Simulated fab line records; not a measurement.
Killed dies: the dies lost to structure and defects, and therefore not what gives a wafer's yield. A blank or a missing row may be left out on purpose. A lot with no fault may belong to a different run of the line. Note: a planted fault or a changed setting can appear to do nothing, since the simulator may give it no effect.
Commonality check across tools || flow berkeley_cmos170 || 42 wafers sampled across 14 lots

REASON FOR OPENING
2 of 14 lots carry a flag on the reading PLDD_OVL at UCB170_PLDD_OVL_MEAS_07. No-fault wafers: -1 nm, standard deviation 5.3.
Rule: a lot gets a flag if all its wafers with a number sit over 4 standard deviations from that mean, or if no wafer of it has a number. The rest of the lots are taken to be sound.

{"lot": "L942", "measured": "day 6 22:42", "on": "overlay-01", "PLDD_OVL (nm), wafer by wafer": "-7 -1 -9", "flag": ""}
{"lot": "L944", "measured": "day 6 22:58", "on": "overlay-01", "PLDD_OVL (nm), wafer by wafer": "-3 -7 2", "flag": ""}
{"lot": "L943", "measured": "day 6 23:26", "on": "overlay-01", "PLDD_OVL (nm), wafer by wafer": "2 4 -2", "flag": ""}
{"lot": "L948", "measured": "day 7 23:53", "on": "overlay-01", "PLDD_OVL (nm), wafer by wafer": "-5 -7 5", "flag": ""}
{"lot": "L945", "measured": "day 8 00:11", "on": "overlay-02", "PLDD_OVL (nm), wafer by wafer": "1 -2 11", "flag": ""}
{"lot": "L947", "measured": "day 8 00:58", "on": "overlay-02", "PLDD_OVL (nm), wafer by wafer": "-3 -14 -4", "flag": ""}
{"lot": "L951", "measured": "day 8 16:53", "on": "overlay-01", "PLDD_OVL (nm), wafer by wafer": "0 -2 -14", "flag": ""}
{"lot": "L950", "measured": "day 8 17:07", "on": "overlay-02", "PLDD_OVL (nm), wafer by wafer": "-3 4 -8", "flag": ""}
{"lot": "L953", "measured": "day 9 17:34", "on": "overlay-01", "PLDD_OVL (nm), wafer by wafer": "-4 0 1", "flag": ""}
{"lot": "L955", "measured": "day 9 17:55", "on": "overlay-02", "PLDD_OVL (nm), wafer by wafer": "-2 -2 -2", "flag": ""}
{"lot": "L956", "measured": "day 10 06:28", "on": "overlay-02", "PLDD_OVL (nm), wafer by wafer": "172 179 166", "flag": "FLAGGED"}
{"lot": "L960", "measured": "day 11 05:15", "on": "overlay-01", "PLDD_OVL (nm), wafer by wafer": "168 178 181", "flag": "FLAGGED"}
{"lot": "L963", "measured": "day 12 04:05", "on": "overlay-01", "PLDD_OVL (nm), wafer by wafer": "4 -4 4", "flag": ""}
{"lot": "L965", "measured": "day 12 04:12", "on": "overlay-02", "PLDD_OVL (nm), wafer by wafer": "0 0 -3", "flag": ""}
On average the flagged lots' numbers are 174 nm, which is +175 nm against the usual, or +33 standard deviations.

WHICH TOOL RAN EACH LOT
The record holds 1 process step before the reading, out of a route of 331 steps. Every cell lists first the tool, next ch and the chambers used by the sampled wafers, and last the start.
{"lot": "L942", "flag": "", "UCB170_PLDD_EXPOSE_03": "krf_scanner-02 ch 0, day 6 22:12"}
{"lot": "L944", "flag": "", "UCB170_PLDD_EXPOSE_03": "krf_scanner-02 ch 0, day 6 22:17"}
{"lot": "L943", "flag": "", "UCB170_PLDD_EXPOSE_03": "krf_scanner-02 ch 0, day 6 22:48"}
{"lot": "L948", "flag": "", "UCB170_PLDD_EXPOSE_03": "krf_scanner-01 ch 0, day 7 22:26"}
{"lot": "L945", "flag": "", "UCB170_PLDD_EXPOSE_03": "krf_scanner-01 ch 0, day 7 23:06"}
{"lot": "L947", "flag": "", "UCB170_PLDD_EXPOSE_03": "krf_scanner-01 ch 0, day 7 23:52"}
{"lot": "L951", "flag": "", "UCB170_PLDD_EXPOSE_03": "krf_scanner-01 ch 0, day 8 16:22"}
{"lot": "L950", "flag": "", "UCB170_PLDD_EXPOSE_03": "krf_scanner-02 ch 0, day 8 16:38"}
{"lot": "L953", "flag": "", "UCB170_PLDD_EXPOSE_03": "krf_scanner-02 ch 0, day 9 16:50"}
{"lot": "L955", "flag": "", "UCB170_PLDD_EXPOSE_03": "krf_scanner-02 ch 0, day 9 17:10"}
{"lot": "L956", "flag": "FLAGGED", "UCB170_PLDD_EXPOSE_03": "krf_scanner-01 ch 0, day 10 05:53"}
{"lot": "L960", "flag": "FLAGGED", "UCB170_PLDD_EXPOSE_03": "krf_scanner-01 ch 0, day 11 04:09"}
{"lot": "L963", "flag": "", "UCB170_PLDD_EXPOSE_03": "krf_scanner-02 ch 0, day 12 03:05"}
{"lot": "L965", "flag": "", "UCB170_PLDD_EXPOSE_03": "krf_scanner-02 ch 0, day 12 03:11"}
What these steps do:
- UCB170_PLDD_EXPOSE_03: exposes mask PSELECT, target cd 1200 nm.
- UCB170_PLDD_OVL_MEAS_07

FLAGGED AGAINST TOTAL, ONE TOOL AT A TIME (gauges that did the reading follow at the end)
{"step": "UCB170_PLDD_EXPOSE_03", "tool": "krf_scanner-01", "lots run": 6, "flagged": 2, "share of the flagged lots": "all", "sound lots run after its first flagged lot": 0}
{"step": "UCB170_PLDD_EXPOSE_03", "tool": "krf_scanner-02", "lots run": 8, "flagged": 0, "share of the flagged lots": "none", "sound lots run after its first flagged lot": "-"}
{"step": "UCB170_PLDD_OVL_MEAS_07", "tool": "overlay-01", "lots run": 8, "flagged": 1, "share of the flagged lots": "some", "sound lots run after its first flagged lot": "1 (L963)"}
{"step": "UCB170_PLDD_OVL_MEAS_07", "tool": "overlay-02", "lots run": 6, "flagged": 1, "share of the flagged lots": "some", "sound lots run after its first flagged lot": "1 (L965)"}

WHAT IS ALLOWED BY THE TABLE
All flagged lots share 1 row of the table, namely krf_scanner-01 at UCB170_PLDD_EXPOSE_03.
- krf_scanner-01 at UCB170_PLDD_EXPOSE_03 ran 6 lots, 2 of them flagged. Last sound lot L951 at day 8 16:22, first flagged lot L956 at day 10 05:53; a fault beginning in between fits.
Left over: one tool, krf_scanner-01 at UCB170_PLDD_EXPOSE_03.

WHAT THE SIMULATOR HAD PUT IN
Scanner matching overlay: krf_scanner-01, from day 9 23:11 on, at UCB170_PLDD_EXPOSE_03. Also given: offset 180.
Lots struck among those shown: L956, L960. This agrees with what the rule above found.
